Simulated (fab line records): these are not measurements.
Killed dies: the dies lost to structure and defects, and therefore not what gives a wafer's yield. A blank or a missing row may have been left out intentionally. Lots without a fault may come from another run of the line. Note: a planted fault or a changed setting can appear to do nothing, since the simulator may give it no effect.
Which of the tools did it? ; flow berkeley cmos170 ; Sampling: 13 lots, 37 wafers, 6 of 331 route steps

WHAT THE GAUGES SHOWED, per wafer
UCB170_PFIELD_OVL_MEAS_06.
lot;measured;on;PFIELD_OVL (nm)
L790;day 4 08:31;overlay-01;4 11 4
L794;day 5 04:12;overlay-01;1 4 6
L795;day 5 09:31;overlay-01;4 1 -2
L797;day 6 02:51;overlay-01;-7 -3 5
L798;day 6 03:06;overlay-02;4 1 5
L802;day 6 09:10;overlay-01;3 -8 1
L799;day 6 09:26;overlay-02;-1 0 2
L801;day 6 09:59;overlay-01;4 -4 -2
L804;day 7 16:23;overlay-01;5
L808;day 8 04:11;overlay-02;-1 -3 -9
L809;day 8 08:01;overlay-02;2 5 -1
L811;day 8 18:28;overlay-02;2 8 2
L813;day 9 09:23;overlay-02;-5 -13 -7

UCB170_NSD_CD_MEAS_06 targets a cd of 1200 nm.
lot;measured;on;cd nm (nm)
L790;day 6 13:09;cd sem-01;1197.8 1197.2 1198.8
L794;day 7 16:04;cd sem-02;1199.8 1199.2 1198.7
L795;day 7 16:42;cd sem-01;1199.5 1199.8 1200.4
L797;day 8 10:50;cd sem-01;1200.4 1198.2 1199.9
L798;day 8 11:18;cd sem-01;1201.5 1201.6 1202.7
L802;day 8 21:32;cd sem-01;1199.8 1199.9 1199.3
L799;day 8 21:05;cd sem-01;1199.9 1200.8 1200.2
L801;day 8 22:05;cd sem-01;1202.6 1201.0 1201.2
L804;day 10 03:08;cd sem-02;1200.2
L808;day 10 13:08;cd sem-01;1199.5 1199.2 1198.3
L809;day 11 01:34;cd sem-02;1198.6 1199.9 1199.8
L811;day 11 10:01;cd sem-02;1203.8 1202.8 1201.7
L813;day 11 20:06;cd sem-02;1199.9 1198.9 1198.6

UCB170_SILICIDE_RS_MEAS_02: uses a four-point probe to measure.
lot;measured;on;SILICIDE_TI_RS (ohm/sq)
L790;day 6 16:36;film metro-03;26.6 26.1 26.7
L794;day 7 18:20;film metro-04;25.9 25.8 25.8
L795;day 7 18:47;film metro-03;26.3 26.1 26.0
L797;day 8 13:11;film metro-04;26.5 25.9 26.6
L798;day 8 13:49;film metro-03;26.3 26.0 26.1
L802;day 8 23:37;film metro-04;26.4 26.1 25.9
L799;day 8 23:20;film metro-04;26.4 26.5 25.9
L801;day 9 00:10;film metro-03;26.3 25.8 26.4
L804;day 10 05:52;film metro-04;16.9 17.0
L808;day 10 16:59;film metro-03;26.0 26.1 26.0
L809;day 11 03:38;film metro-04;26.3 26.4 26.6
L811;day 11 12:05;film metro-04;26.4 25.9 26.4
L813;day 11 23:01;film metro-03;26.0 26.0 25.5

UCB170_SILICIDE_THK_MEAS_03: measures by xrf.
lot;measured;on;SILICIDE_TI_THK (nm)
L790;day 6 16:43;film metro-03;29.3 29.8 29.1
L794;day 7 18:27;film metro-04;29.4 29.6 29.7
L795;day 7 18:54;film metro-03;29.5 29.6 29.8
L797;day 8 13:17;film metro-04;28.7 29.4 28.6
L798;day 8 13:55;film metro-03;29.6 29.8 29.8
L802;day 8 23:43;film metro-04;29.1 29.2 29.4
L799;day 8 23:28;film metro-04;28.8 28.9 29.1
L801;day 9 00:17;film metro-03;29.5 30.0 29.5
L804;day 10 07:58;film metro-04;42.8 43.1
L808;day 10 17:06;film metro-03;29.9 30.0 29.8
L809;day 11 03:46;film metro-04;29.0 29.1 28.9
L811;day 11 12:11;film metro-04;29.0 29.3 29.1
L813;day 11 23:07;film metro-03;29.8 29.8 30.3

UCB170_M1_OVL_MEAS_10.
lot;measured;on;M1_OVL (nm)
L790;day 7 00:10;overlay-02;-6 -3 -4
L794;day 8 01:07;overlay-01;5 -2 -4
L795;day 8 02:04;overlay-02;2 -5 -6
L797;day 8 19:22;overlay-02;-7 -3 1
L798;day 8 20:28;overlay-01;0 -1 -1
L802;day 9 07:56;overlay-02;0 0 -3
L799;day 9 05:37;overlay-02;-16 -6 -16
L801;day 9 08:07;overlay-01;-6 -1 -4
L804;day 10 22:06;overlay-01;5
L808;day 11 01:04;overlay-01;-1 -1 4
L809;day 11 09:52;overlay-02;3 1 1
L811;day 11 19:52;overlay-02;1 6 2
L813;day 12 05:53;overlay-01;-4 -3 -12

TOOL THAT RAN EACH LOT (tool first, then ch and the chambers of the sampled wafers, then the start)
lot;UCB170_SILICIDE_SPUTTER_01
L790;pvd sputter-01, day 6 16:34
L794;pvd sputter-02, day 7 18:18
L795;pvd sputter-03, day 7 18:45
L797;pvd sputter-01, day 8 13:07
L798;pvd sputter-03, day 8 13:44
L802;pvd sputter-01, day 8 23:32
L799;pvd sputter-02, day 8 23:19
L801;pvd sputter-01, day 9 00:08
L804;pvd sputter-02, day 10 05:47
L808;pvd sputter-03, day 10 16:57
L809;pvd sputter-03, day 11 03:37
L811;pvd sputter-03, day 11 12:01
L813;pvd sputter-01, day 11 22:58
- UCB170_SILICIDE_SPUTTER_01: material Ti, target thk 30 nm, time 25 s.

AS READ BY THE TOOLS THEMSELVES (means over the sampled wafers that have a number; for cases with no such wafer, the mark the record gives instead)
UCB170_SILICIDE_SPUTTER_01.
lot;tool;throttle valve pct (%)
L790;pvd sputter-01;31.4
L794;pvd sputter-02;30.2
L795;pvd sputter-03;29.6
L797;pvd sputter-01;31.2
L798;pvd sputter-03;29.9
L802;pvd sputter-01;31.1
L799;pvd sputter-02;29.9
L801;pvd sputter-01;31.3
L804;pvd sputter-02;29.9
L808;pvd sputter-03;29.4
L809;pvd sputter-03;29.3
L811;pvd sputter-03;29.6
L813;pvd sputter-01;31.2

THE ANSWER, worked out from the rows above alone
Rule: usual is defined by the lots themselves. The widest of any qualifying gaps counts: lots, ordered by their means at a reading, are off when they make up no more than a third of the lots, leave a main group of 4 or more, and stand apart from it by 3 or more times the standard deviation of that group's means. If all means in a main group match to the digits the tables above print for the reading, that group is not used. A lot without any number at a reading at which 4 lots or more have one is off too. Where the step has rows for the other lots, those lots are counted as sound. After the gauges, taken in route order, come the tools' own readings; for these a lot's mean is taken, as printed above. At the first step where some lot is off, the reading lying furthest off is the one used; lots without a number count as furthest.
Off: L804, at UCB170_SILICIDE_RS_MEAS_02 (SILICIDE_TI_RS). Mean 26.2 ohm/sq and standard deviation 0.19 in the main group.
A tool fits if, at a process step before that reading, it ran every lot that is off, and no sound lot after the first of them. Those tools and the gauges at UCB170_SILICIDE_RS_MEAS_02 are tried in the same way. One fits: UCB170_SILICIDE_SPUTTER_01 on pvd sputter-02. Its last sound lot is L799 (day 8 23:19), its first lot that is off L804 (day 10 05:47): a fault that began between those two fits.

WHAT THE SIMULATOR HAD PUT IN
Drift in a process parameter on pvd sputter-02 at UCB170_SILICIDE_SPUTTER_01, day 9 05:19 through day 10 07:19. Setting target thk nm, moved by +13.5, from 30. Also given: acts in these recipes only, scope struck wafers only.
Struck lots among those shown: L804. The same result came from the rule above.
